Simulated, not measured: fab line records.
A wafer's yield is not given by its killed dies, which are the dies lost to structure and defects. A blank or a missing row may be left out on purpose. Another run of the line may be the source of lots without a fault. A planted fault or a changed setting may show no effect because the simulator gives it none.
fab line records -- flow rit-cmos -- part 1 of 2: steps 1 to 32 of 41
record: lots: 5, wafers: 15, last-day: 7
route steps=202 shown SPACER@128 NSD@131 PSD@142 SDANNEAL@153 PLDD@159 NLDD@160 SILICIDE@161 CONTACT@168
lots with no fault: from the same line, run without faults
start-h: the number of hours between the record's first day and the start of the first shown wafer of the lot -- wait-h: hours elapsed since this lot's preceding step -- " repeats the value in the row above -- L1.1+2: several wafers, shown together as one row -- - no value present, or no start provided -- * or withheld: withheld -- < > ~ a bound
route shown NAME@n: NAME is a module with steps in the file, n the number in the route of the first one -- usual: mean/standard deviation taken from wafers without a fault -- same: alike in all rows -- chamber/n: place in a boat -- sites: readings site by site -- _std_site: standard deviation across them -- _edge_site: outer sites' mean less inner sites' -- radius-mm: how far each site lies from the wafer's centre -- mask NAME#n: copy n -- behind: the last tool/chamber to shape the wafer -- hold: what put the lot on hold/how long, in hours/how the hold closed -- device: names the non-switching transistor (n, p or np) -- end of line: the route-end tests of the same wafers -- step lacking rows: just its recipe -- killed: count of dies lost to structure and defects at first sort (not the wafer's yield) -- map: the dies of a wafer, with x for killed, . for not killed, _ for no die there
set.NAME: the setting the step ran with; set.NAME@STEP: the setting that earlier step ran with -- model.NAME: the simulator's own value behind a step, which no gauge read
lots at some steps of the route; a table a step, a row a wafer
services: from which hour (start-h, from the record's first day; less than 0 if before it) a tool's chamber was out of use, for how many hours, and why
== steps ==
step: RIT_SPACER_CVD_03
recipe: material: Si3N4, target-thk-nm: 250, temp-c: 810, precursor: SiH2Cl2/NH3, time-s: 3300, pressure-mtorr: 300, sih2cl2-flow-sccm: 60, nh3-flow-sccm: 150
usual: spike-tc-load-C: 834.3/1.6, spike-tc-source-C: 832.2/2.8, susceptor-temp-C: 810.0/0.4
lot.wafer,tool,chamber,start-h,wait-h,spike-tc-load-C,spike-tc-source-C,susceptor-temp-C
L081.2,lpcvd-01,0,78.71,0.0,834.3,833.0,810.3
L081.4,lpcvd-01,0,78.71,0.0,835.1,834.3,809.7
L081.6,lpcvd-01,0,78.71,0.0,835.1,834.8,810.1
L087.1,lpcvd-01,0,107.89,0.0,834.6,835.1,809.8
L087.3,lpcvd-01,0,107.89,0.0,834.1,834.4,809.9
L087.6,lpcvd-01,0,107.89,0.0,833.3,835.2,809.9
L090.1,lpcvd-02,1,130.98,0.0,835.5,829.4,809.5
L090.4,lpcvd-02,1,130.98,0.0,835.1,831.4,809.7
L090.6,lpcvd-02,1,130.98,0.0,835.9,830.6,809.3
L096.1,lpcvd-01,0,155.80,0.0,835.5,834.3,809.6
L096.2,lpcvd-01,0,155.80,0.0,833.4,835.2,810.1
L096.4,lpcvd-01,0,155.80,0.0,835.1,834.4,810.1
L097.2,lpcvd-02,0,160.02,0.0,831.5,825.2,810.5
L097.3,lpcvd-02,0,160.02,0.0,831.9,826.1,810.5
L097.4,lpcvd-02,0,160.02,0.0,832.8,826.6,810.6
step: RIT_SPACER_THK_MEAS_04
recipe: reads: Si3N4_of_SPACER_CVD_03
usual: SPACER_NITRIDE_THK: 249.0/2.8
lot.wafer,tool,chamber,start-h,wait-h,SPACER_NITRIDE_THK[nm]
L081.2,film-metro-01,-,80.64,0.0,251.0
L081.4,film-metro-01,-,80.64,0.0,248.1
L081.6,film-metro-01,-,80.64,0.0,248.8
L087.1,film-metro-04,-,109.81,0.0,255.4
L087.3,film-metro-04,-,109.81,0.0,254.5
L087.6,film-metro-04,-,109.81,0.0,253.6
L090.1,film-metro-03,-,132.89,0.0,244.6
L090.4,film-metro-03,-,132.89,0.0,243.8
L090.6,film-metro-03,-,132.89,0.0,245.3
L096.1,film-metro-03,-,157.71,0.0,247.9
L096.2,film-metro-03,-,157.71,0.0,248.6
L096.4,film-metro-03,-,157.71,0.0,248.0
L097.2,film-metro-04,-,161.95,0.0,244.6
L097.3,film-metro-04,-,161.95,0.0,246.2
L097.4,film-metro-04,-,161.95,0.0,244.7
step: RIT_SPACER_ETCHBACK_05
recipe: target-depth-a: 2500, SF6_flow_sccm: 30, CHF3_flow_sccm: 30, target: Si3N4, chemistry: SF6/CHF3, pressure-mtorr: 40, rf-w: 250, time-s: 240, stop-on: SiO2
usual: chamber-pressure-mTorr: 40.00/0.036, drypump-motor-current-A: 5.7/0.33, oes-product-au: 0.842/0.018, throttle-valve-pct: 10.29/0.13
lot.wafer,tool,chamber,start-h,wait-h,chamber-pressure-mTorr,drypump-motor-current-A,oes-product-au,rf-hours-counter-h,throttle-valve-pct
L081.2,rie-diel-03,1,80.69,0.0,40.00,5.2,0.859,154,10.30
L081.4,rie-diel-03,2,80.69,0.0,39.99,6.0,0.816,71,10.42
L081.6,rie-diel-03,1,80.69,0.0,39.97,5.2,0.855,-,10.30
L087.1,rie-diel-02,1,109.87,0.1,40.06,5.9,0.847,64,10.35
L087.3,rie-diel-02,2,109.87,0.1,40.02,5.7,0.835,84,10.53
L087.6,rie-diel-02,3,109.87,0.1,39.99,5.3,0.826,-,10.22
L090.1,rie-diel-02,2,132.95,0.1,39.98,5.7,0.812,84,10.50
L090.4,rie-diel-02,0,132.95,0.1,40.04,5.6,0.835,84,10.05
L090.6,rie-diel-02,0,132.95,0.1,40.03,5.6,0.843,-,10.03
L096.1,rie-diel-04,0,157.77,0.1,40.02,6.2,0.859,21,10.16
L096.2,rie-diel-04,3,157.77,0.1,39.95,5.3,0.869,110,10.40
L096.4,rie-diel-04,1,157.77,0.1,40.01,6.1,0.832,-,10.32
L097.2,rie-diel-03,2,162.00,0.0,40.05,6.1,0.810,73,10.41
L097.3,rie-diel-03,1,162.00,0.0,40.00,5.2,0.832,0,10.27
L097.4,rie-diel-03,1,162.00,0.0,39.97,5.2,0.839,-,10.28
step: RIT_NSD_HMDS_00
recipe: prime-time-s: 60, prime-temp-c: 140
lot.wafer,tool,chamber,start-h,wait-h
L081.2+4+6,litho-track-03,0,81.09,0.3
L087.1+3+6,litho-track-01,0,110.02,0.1
L090.1+4+6,litho-track-04,0,133.10,0.1
L096.1+2+4,litho-track-03,0,157.92,0.1
L097.2+3+4,litho-track-01,0,162.17,0.1
step: RIT_NSD_COAT_01
recipe: resist: NOVOLAK, spin-rpm: 3250, resist-thk-nm: 1000
lot.wafer,tool,chamber,start-h,wait-h
L081.2+4+6,litho-track-03,0,81.24,0.1
L087.1+3+6,litho-track-01,0,110.17,0.1
L090.1+4+6,litho-track-04,0,133.25,0.1
L096.1+2+4,litho-track-03,0,158.07,0.1
L097.2+3+4,litho-track-01,0,162.32,0.1
step: RIT_NSD_SOFTBAKE_02
recipe: resist: NOVOLAK, temp-c: 90, time-s: 58.73
lot.wafer,tool,chamber,start-h,wait-h
L081.2+4+6,litho-track-03,0,81.39,0.1
L087.1+3+6,litho-track-01,0,110.32,0.1
L090.1+4+6,litho-track-04,0,133.40,0.1
L096.1+2+4,litho-track-03,0,158.22,0.1
L097.2+3+4,litho-track-01,0,162.47,0.1
step: RIT_NSD_EXPOSE_03
recipe: mask-id: M9, na: 0.57, target-cd-nm: 40700, dose-mj: 250
lot.wafer,tool,chamber,start-h,wait-h,mask
L081.2+4+6,iline-stepper-02,0,81.54,0.1,M9#0
L087.1+3+6,iline-stepper-02,0,110.59,0.3,M9#0
L090.1+4+6,iline-stepper-02,0,133.68,0.3,M9#0
L096.1+2+4,iline-stepper-01,0,158.37,0.1,M9#0
L097.2+3+4,iline-stepper-01,0,162.62,0.1,M9#0
step: RIT_NSD_PEB_04
recipe: resist: NOVOLAK, temp-c: withheld, time-s: withheld
lot.wafer,tool,chamber,start-h,wait-h
L081.2+4+6,litho-track-01,0,81.83,0.3
L087.1+3+6,litho-track-03,0,110.71,0.1
L090.1+4+6,litho-track-04,0,133.80,0.1
L096.1+2+4,litho-track-03,0,158.49,0.1
L097.2+3+4,litho-track-01,0,162.74,0.1
step: RIT_NSD_DEVELOP_05
recipe: resist: NOVOLAK, develop-time-s: 50, dev-temp-c: 23
lot.wafer,tool,chamber,start-h,wait-h
L081.2+4+6,litho-track-01,0,-,-
L087.1+3+6,litho-track-03,0,-,-
L090.1+4+6,litho-track-04,0,-,-
L096.1+2+4,litho-track-03,0,-,-
L097.2+3+4,litho-track-01,0,-,-
step: RIT_NSD_OVL_MEAS_06
usual: NSD_OVL: 1.1/1.4
lot.wafer,tool,chamber,start-h,wait-h,NSD_OVL[nm]
L081.2,overlay-01,-,82.09,-,0.3
L081.4,overlay-01,-,82.09,-,2.0
L081.6,overlay-01,-,82.09,-,1.4
L087.1,overlay-02,-,110.99,-,2.0
L087.3,overlay-02,-,110.99,-,3.3
L087.6,overlay-02,-,110.99,-,1.2
L090.1,overlay-02,-,134.08,-,2.6
L090.4,overlay-02,-,134.08,-,2.8
L090.6,overlay-02,-,134.08,-,3.1
L096.1,overlay-01,-,158.77,-,1.6
L096.2,overlay-01,-,158.77,-,1.6
L096.4,overlay-01,-,158.77,-,3.4
L097.2,overlay-02,-,163.00,-,0.3
L097.3,overlay-02,-,163.00,-,1.0
L097.4,overlay-02,-,163.00,-,1.3
step: RIT_NSD_HARDBAKE_07
recipe: resist: NOVOLAK, temp-c: 140, time-s: 60
lot.wafer,tool,chamber,start-h,wait-h
L081.2+4+6,litho-track-03,0,82.27,0.2
L087.1+3+6,litho-track-03,0,111.03,0.0
L090.1+4+6,litho-track-03,0,134.11,0.0
L096.1+2+4,litho-track-03,0,158.81,0.0
L097.2+3+4,litho-track-04,0,163.08,0.1
step: RIT_NSD_IMPLANT_08
recipe: species: P, energy-kev: 25, dose-cm2: 9.81e+14, tilt-deg: 7
lot.wafer,tool,chamber,start-h,wait-h
L081.2+4+6,implanter-02,0,82.42,0.1
L087.1+3+6,implanter-04,0,111.18,0.1
L090.1+4+6,implanter-01,0,134.26,0.1
L096.1+2+4,implanter-02,0,158.96,0.1
L097.2+3+4,implanter-04,0,163.23,0.1
step: RIT_NSD_STRIP_09
recipe: chemistry: O2, time-s: 180, resist: NOVOLAK, platen-temp-c: withheld, power-w: 500, pressure-mtorr: 4000, o2-flow-sccm: 4000
usual: chamber-pressure-mTorr: 4000/3.4, drypump-motor-current-A: 5.5/0.48, o2-flow-sccm: 3999/13
lot.wafer,tool,chamber,start-h,wait-h,chamber-pressure-mTorr,drypump-motor-current-A,o2-flow-sccm,rf-hours-counter-h
L081.2,plasma-asher-01,1,82.54,0.1,4000,5.9,4025,45
L081.4,plasma-asher-01,1,82.54,0.1,3999,5.9,4010,-
L081.6,plasma-asher-01,0,82.54,0.1,4005,5.1,3980,-
L087.1,plasma-asher-04,1,111.33,0.1,4002,6.0,3971,48
L087.3,plasma-asher-04,1,111.33,0.1,4002,6.1,4000,-
L087.6,plasma-asher-04,0,111.33,0.1,4000,5.0,4008,-
L090.1,plasma-asher-03,1,134.41,0.1,4000,5.9,3996,1
L090.4,plasma-asher-03,0,134.41,0.1,4003,5.0,4009,-
L090.6,plasma-asher-03,1,134.41,0.1,3997,5.9,4005,-
L096.1,plasma-asher-04,0,159.11,0.1,4007,4.9,4000,54
L096.2,plasma-asher-04,1,159.11,0.1,3997,6.0,3984,54
L096.4,plasma-asher-04,0,159.11,0.1,4004,4.9,3995,-
L097.2,plasma-asher-03,0,163.35,0.1,4001,5.0,4011,4
L097.3,plasma-asher-03,1,163.35,0.1,4001,6.0,4010,-
L097.4,plasma-asher-03,0,163.35,0.1,3991,5.0,4025,-
step: RIT_NSD_TW_MEAS_10
usual: NSD_TW: 3120/24
lot.wafer,tool,chamber,start-h,wait-h,NSD_TW
L081.2,film-metro-02,-,82.73,0.1,3098
L081.4,film-metro-02,-,82.73,0.1,3094
L081.6,film-metro-02,-,82.73,0.1,3115
L087.1,film-metro-02,-,111.50,0.1,3091
L087.3,film-metro-02,-,111.50,0.1,3114
L087.6,film-metro-02,-,111.50,0.1,3103
L090.1,film-metro-04,-,134.59,0.1,3104
L090.4,film-metro-04,-,134.59,0.1,3107
L090.6,film-metro-04,-,134.59,0.1,3093
L096.1,film-metro-02,-,159.28,0.1,3079
L096.2,film-metro-02,-,159.28,0.1,3084
L096.4,film-metro-02,-,159.28,0.1,3097
L097.2,film-metro-02,-,163.54,0.1,3079
L097.3,film-metro-02,-,163.54,0.1,3102
L097.4,film-metro-02,-,163.54,0.1,3086
step: RIT_PSD_HMDS_00
recipe: prime-time-s: 60, prime-temp-c: 140
lot.wafer,tool,chamber,start-h,wait-h
L081.2+4+6,litho-track-03,0,82.80,0.1
L087.1+3+6,litho-track-01,0,111.79,0.3
L090.1+4+6,litho-track-02,0,134.65,0.1
L096.1+2+4,litho-track-03,0,159.34,0.1
L097.2+3+4,litho-track-03,0,163.61,0.1
step: RIT_PSD_COAT_01
recipe: resist: NOVOLAK, spin-rpm: 3250, resist-thk-nm: 1000
lot.wafer,tool,chamber,start-h,wait-h
L081.2+4+6,litho-track-03,0,82.95,0.1
L087.1+3+6,litho-track-01,0,111.94,0.1
L090.1+4+6,litho-track-02,0,134.80,0.1
L096.1+2+4,litho-track-03,0,159.49,0.1
L097.2+3+4,litho-track-03,0,163.76,0.1
step: RIT_PSD_SOFTBAKE_02
recipe: resist: NOVOLAK, temp-c: 90, time-s: 60
lot.wafer,tool,chamber,start-h,wait-h
L081.2+4+6,litho-track-03,0,83.10,0.1
L087.1+3+6,litho-track-01,0,112.09,0.1
L090.1+4+6,litho-track-02,0,134.95,0.1
L096.1+2+4,litho-track-03,0,159.64,0.1
L097.2+3+4,litho-track-03,0,163.91,0.1
step: RIT_PSD_EXPOSE_03
recipe: mask-id: M10, na: 0.57, target-cd-nm: 40900, dose-mj: 250
lot.wafer,tool,chamber,start-h,wait-h,mask
L081.2+4+6,iline-stepper-01,0,83.25,0.1,M10#0
L087.1+3+6,iline-stepper-01,0,112.24,0.1,M10#0
L090.1+4+6,iline-stepper-01,0,135.10,0.1,M10#0
L096.1+2+4,iline-stepper-01,0,159.79,0.1,M10#0
L097.2+3+4,iline-stepper-02,0,164.18,0.2,M10#0
step: RIT_PSD_PEB_04
recipe: resist: NOVOLAK, temp-c: withheld, time-s: withheld
lot.wafer,tool,chamber,start-h,wait-h
L081.2+4+6,litho-track-01,0,83.37,0.1
L087.1+3+6,litho-track-01,0,112.36,0.1
L090.1+4+6,litho-track-01,0,135.46,0.3
L096.1+2+4,litho-track-02,0,159.91,0.1
L097.2+3+4,litho-track-03,0,164.30,0.1
step: RIT_PSD_DEVELOP_05
recipe: resist: NOVOLAK, develop-time-s: 50, dev-temp-c: 23
lot.wafer,tool,chamber,start-h,wait-h
L081.2+4+6,litho-track-01,0,-,-
L087.1+3+6,litho-track-01,0,-,-
L090.1+4+6,litho-track-01,0,-,-
L096.1+2+4,litho-track-02,0,-,-
L097.2+3+4,litho-track-03,0,-,-
step: RIT_PSD_OVL_MEAS_06
usual: PSD_OVL: 0.1/1.3
lot.wafer,tool,chamber,start-h,wait-h,PSD_OVL[nm]
L081.2,overlay-02,-,83.63,-,2.9
L081.4,overlay-02,-,83.63,-,-0.3
L081.6,overlay-02,-,83.63,-,-0.7
L087.1,overlay-02,-,112.64,-,0.6
L087.3,overlay-02,-,112.64,-,1.7
L087.6,overlay-02,-,112.64,-,0.8
L090.1,overlay-02,-,135.74,-,2.0
L090.4,overlay-02,-,135.74,-,1.8
L090.6,overlay-02,-,135.74,-,1.3
L096.1,overlay-01,-,160.19,-,0.3
L096.2,overlay-01,-,160.19,-,0.0
L096.4,overlay-01,-,160.19,-,-1.4
L097.2,overlay-01,-,164.57,-,-1.6
L097.3,overlay-01,-,164.57,-,-0.9
L097.4,overlay-01,-,164.57,-,0.1
step: RIT_PSD_HARDBAKE_07
recipe: resist: NOVOLAK, temp-c: 140, time-s: 60
lot.wafer,tool,chamber,start-h,wait-h
L081.2+4+6,litho-track-03,0,83.69,0.0
L087.1+3+6,litho-track-02,0,112.68,0.0
L090.1+4+6,litho-track-02,0,135.78,0.0
L096.1+2+4,litho-track-02,0,160.23,0.0
L097.2+3+4,litho-track-02,0,164.62,0.0
step: RIT_PSD_IMPLANT_08
recipe: species: BF2, energy-kev: 27, dose-cm2: 5e+15, tilt-deg: 7
lot.wafer,tool,chamber,start-h,wait-h
L081.2+4+6,implanter-04,0,83.84,0.1
L087.1+3+6,implanter-04,0,112.83,0.1
L090.1+4+6,implanter-01,0,135.93,0.1
L096.1+2+4,implanter-03,0,160.38,0.1
L097.2+3+4,implanter-03,0,164.77,0.1
step: RIT_PSD_STRIP_09
recipe: chemistry: O2, time-s: 180, resist: NOVOLAK, platen-temp-c: withheld, power-w: 500, pressure-mtorr: 4000, o2-flow-sccm: 4000
usual: chamber-pressure-mTorr: 4000/3.6, drypump-motor-current-A: 5.5/0.41, o2-flow-sccm: 4000/12
lot.wafer,tool,chamber,start-h,wait-h,chamber-pressure-mTorr,drypump-motor-current-A,o2-flow-sccm,rf-hours-counter-h
L081.2,plasma-asher-03,1,83.96,0.1,4001,6.0,4001,42
L081.4,plasma-asher-03,0,83.96,0.1,4001,5.0,4005,-
L081.6,plasma-asher-03,0,83.96,0.1,3992,5.0,4001,-
L087.1,plasma-asher-01,0,112.98,0.1,3998,5.1,3994,49
L087.3,plasma-asher-01,1,112.98,0.1,3997,5.9,3996,-
L087.6,plasma-asher-01,1,112.98,0.1,3998,5.9,3989,-
L090.1,plasma-asher-01,0,136.08,0.1,4006,5.1,4010,51
L090.4,plasma-asher-01,0,136.08,0.1,4000,5.1,4005,-
L090.6,plasma-asher-01,0,136.08,0.1,4006,5.1,3999,-
L096.1,plasma-asher-02,0,160.53,0.1,3997,5.6,3998,36
L096.2,plasma-asher-02,1,160.53,0.1,3998,5.7,3987,36
L096.4,plasma-asher-02,1,160.53,0.1,3991,5.7,3998,-
L097.2,plasma-asher-01,0,164.90,0.1,4002,5.1,3989,55
L097.3,plasma-asher-01,1,164.90,0.1,3999,5.9,4021,-
L097.4,plasma-asher-01,0,164.90,0.1,4006,5.1,3978,-
step: RIT_PSD_TW_MEAS_10
usual: PSD_TW: 3455/27
lot.wafer,tool,chamber,start-h,wait-h,PSD_TW
L081.2,film-metro-01,-,84.15,0.1,3471
L081.4,film-metro-01,-,84.15,0.1,3491
L081.6,film-metro-01,-,84.15,0.1,3482
L087.1,film-metro-01,-,113.15,0.1,3468
L087.3,film-metro-01,-,113.15,0.1,3466
L087.6,film-metro-01,-,113.15,0.1,3469
L090.1,film-metro-04,-,136.25,0.1,3437
L090.4,film-metro-04,-,136.25,0.1,3434
L090.6,film-metro-04,-,136.25,0.1,3431
L096.1,film-metro-01,-,160.70,0.1,3460
L096.2,film-metro-01,-,160.70,0.1,3468
L096.4,film-metro-01,-,160.70,0.1,3477
L097.2,film-metro-04,-,165.08,0.1,3480
L097.3,film-metro-04,-,165.08,0.1,3453
L097.4,film-metro-04,-,165.08,0.1,3459
step: RIT_SDANNEAL_CLEAN_00
recipe: chemistry: SC1, mix: 3:3:50, time-s: 600, temp-c: 75
usual: bath-guard-temp-C: 74.8/0.47
lot.wafer,tool,chamber,start-h,wait-h,bath-guard-temp-C
L081.2,wet-bench-04,3,84.20,0.0,74.2
L081.4,wet-bench-04,3,84.20,0.0,74.4
L081.6,wet-bench-04,3,84.20,0.0,74.3
L087.1,wet-bench-04,0,113.21,0.1,75.5
L087.3,wet-bench-04,0,113.21,0.1,75.7
L087.6,wet-bench-04,0,113.21,0.1,75.4
L090.1,wet-bench-01,0,136.31,0.1,75.2
L090.4,wet-bench-01,0,136.31,0.1,74.8
L090.6,wet-bench-01,0,136.31,0.1,75.2
L096.1,wet-bench-01,1,160.76,0.1,74.2
L096.2,wet-bench-01,1,160.76,0.1,74.3
L096.4,wet-bench-01,1,160.76,0.1,74.2
L097.2,wet-bench-01,2,165.13,0.0,74.5
L097.3,wet-bench-01,2,165.13,0.0,75.0
L097.4,wet-bench-01,2,165.13,0.0,74.9
step: RIT_SDANNEAL_CLEAN_01
recipe: chemistry: dHF, dilution: 50:1, time-s: 30
lot.wafer,tool,chamber,start-h,wait-h
L081.2+4+6,wet-bench-01,3,84.39,0.0
L087.1+3+6,wet-bench-01,1,113.39,0.0
L090.1+4+6,wet-bench-03,1,136.49,0.0
L096.1+2+4,wet-bench-04,2,160.95,0.0
L097.2+3+4,wet-bench-04,3,165.32,0.0
step: RIT_SDANNEAL_CLEAN_02
recipe: chemistry: SC2, mix: 3:3:50, time-s: 600, temp-c: 75, dry: n2-spin
usual: bath-guard-temp-C: 75.0/0.63
lot.wafer,tool,chamber,start-h,wait-h,bath-guard-temp-C
L081.2,wet-bench-03,1,84.41,0.0,75.3
L081.4,wet-bench-03,1,84.41,0.0,75.4
L081.6,wet-bench-03,1,84.41,0.0,75.5
L087.1,wet-bench-03,3,113.40,0.0,75.8
L087.3,wet-bench-03,3,113.40,0.0,76.2
L087.6,wet-bench-03,3,113.40,0.0,76.2
L090.1,wet-bench-04,2,136.50,0.0,74.8
L090.4,wet-bench-04,2,136.50,0.0,74.7
L090.6,wet-bench-04,2,136.50,0.0,74.4
L096.1,wet-bench-03,3,160.97,0.0,75.9
L096.2,wet-bench-03,3,160.97,0.0,75.9
L096.4,wet-bench-03,3,160.97,0.0,76.0
L097.2,wet-bench-03,3,165.34,0.0,76.2
L097.3,wet-bench-03,3,165.34,0.0,76.1
L097.4,wet-bench-03,3,165.34,0.0,75.8
step: RIT_SDANNEAL_RTA_03
recipe: temp-c: 1050, time-s: 5, idle-temp-c: 600, ramp-up-c-per-s: 342, ramp-down-c-per-s: 171, cool-to-c: 600, ambient: N2
usual: anneal-temp-c-max: 1056.1/2.1, wafer_temp_C_max: 1053.5/1.1
lot.wafer,tool,chamber,start-h,wait-h,anneal-temp-c-max,wafer_temp_C_max
L081.2,rtp-anneal-01,0,84.59,0.0,1057.0,1054.0
L081.4,rtp-anneal-01,0,84.59,0.0,1057.1,1053.7
L081.6,rtp-anneal-01,0,84.59,0.0,1056.5,1053.4
L087.1,rtp-anneal-01,0,113.58,0.0,1055.9,1053.0
L087.3,rtp-anneal-01,0,113.58,0.0,1058.2,1052.5
L087.6,rtp-anneal-01,0,113.58,0.0,1058.3,1053.3
L090.1,rtp-anneal-02,0,136.68,0.0,1054.9,1053.2
L090.4,rtp-anneal-02,0,136.68,0.0,1053.1,1054.9
L090.6,rtp-anneal-02,0,136.68,0.0,1053.2,1052.5
L096.1,rtp-anneal-02,0,161.15,0.0,1054.3,1053.0
L096.2,rtp-anneal-02,0,161.15,0.0,1053.9,1053.4
L096.4,rtp-anneal-02,0,161.15,0.0,1053.5,1053.1
L097.2,rtp-anneal-01,0,165.52,0.0,1057.7,1051.5
L097.3,rtp-anneal-01,0,165.52,0.0,1058.2,1054.4
L097.4,rtp-anneal-01,0,165.52,0.0,1058.8,1053.4
step: RIT_SDANNEAL_RS_MEAS_04
recipe: thk-meas-gauge: four-point-probe
usual: PSD_RS: 116.03/0.28
lot.wafer,tool,chamber,start-h,wait-h,PSD_RS[ohm/sq]
L081.2,film-metro-04,-,84.66,0.1,116.39
L081.4,film-metro-04,-,84.66,0.1,116.19
L081.6,film-metro-04,-,84.66,0.1,115.92
L087.1,film-metro-04,-,113.64,0.0,116.36
L087.3,film-metro-04,-,113.64,0.0,116.06
L087.6,film-metro-04,-,113.64,0.0,116.14
L090.1,film-metro-04,-,136.74,0.0,116.27
L090.4,film-metro-04,-,136.74,0.0,115.98
L090.6,film-metro-04,-,136.74,0.0,115.74
L096.1,film-metro-04,-,161.21,0.0,115.51
L096.2,film-metro-04,-,161.21,0.0,115.92
L096.4,film-metro-04,-,161.21,0.0,115.81
L097.2,film-metro-01,-,165.59,0.1,115.86
L097.3,film-metro-01,-,165.59,0.1,115.68
L097.4,film-metro-01,-,165.59,0.1,115.75
step: RIT_SDANNEAL_RS_MEAS_05
recipe: thk-meas-gauge: four-point-probe
usual: NSD_RS: 85.9/0.31
lot.wafer,tool,chamber,start-h,wait-h,NSD_RS[ohm/sq]
L081.2,film-metro-04,-,84.78,0.1,85.3
L081.4,film-metro-04,-,84.78,0.1,85.8
L081.6,film-metro-04,-,84.78,0.1,85.6
L087.1,film-metro-04,-,113.76,0.1,86.1
L087.3,film-metro-04,-,113.76,0.1,85.7
L087.6,film-metro-04,-,113.76,0.1,85.9
L090.1,film-metro-04,-,136.86,0.1,86.0
L090.4,film-metro-04,-,136.86,0.1,86.1
L090.6,film-metro-04,-,136.86,0.1,86.5
L096.1,film-metro-04,-,161.33,0.1,85.7
L096.2,film-metro-04,-,161.33,0.1,86.0
L096.4,film-metro-04,-,161.33,0.1,85.8
L097.2,film-metro-01,-,165.71,0.1,85.6
L097.3,film-metro-01,-,165.71,0.1,85.7
L097.4,film-metro-01,-,165.71,0.1,85.7
step: RIT_SDANNEAL_RS_MEAS_06
recipe: thk-meas-gauge: four-point-probe
usual: PLDD_RS: 176.8/0.44
lot.wafer,tool,chamber,start-h,wait-h,PLDD_RS[ohm/sq]
L081.2,film-metro-04,-,84.90,0.1,177.0
L081.4,film-metro-04,-,84.90,0.1,176.7
L081.6,film-metro-04,-,84.90,0.1,176.8
L087.1,film-metro-04,-,113.88,0.1,176.9
L087.3,film-metro-04,-,113.88,0.1,176.7
L087.6,film-metro-04,-,113.88,0.1,177.1
L090.1,film-metro-04,-,136.98,0.1,177.2
L090.4,film-metro-04,-,136.98,0.1,177.2
L090.6,film-metro-04,-,136.98,0.1,177.2
L096.1,film-metro-04,-,161.45,0.1,176.6
L096.2,film-metro-04,-,161.45,0.1,176.9
L096.4,film-metro-04,-,161.45,0.1,176.1
L097.2,film-metro-01,-,165.83,0.1,176.4
L097.3,film-metro-01,-,165.83,0.1,175.8
L097.4,film-metro-01,-,165.83,0.1,176.6
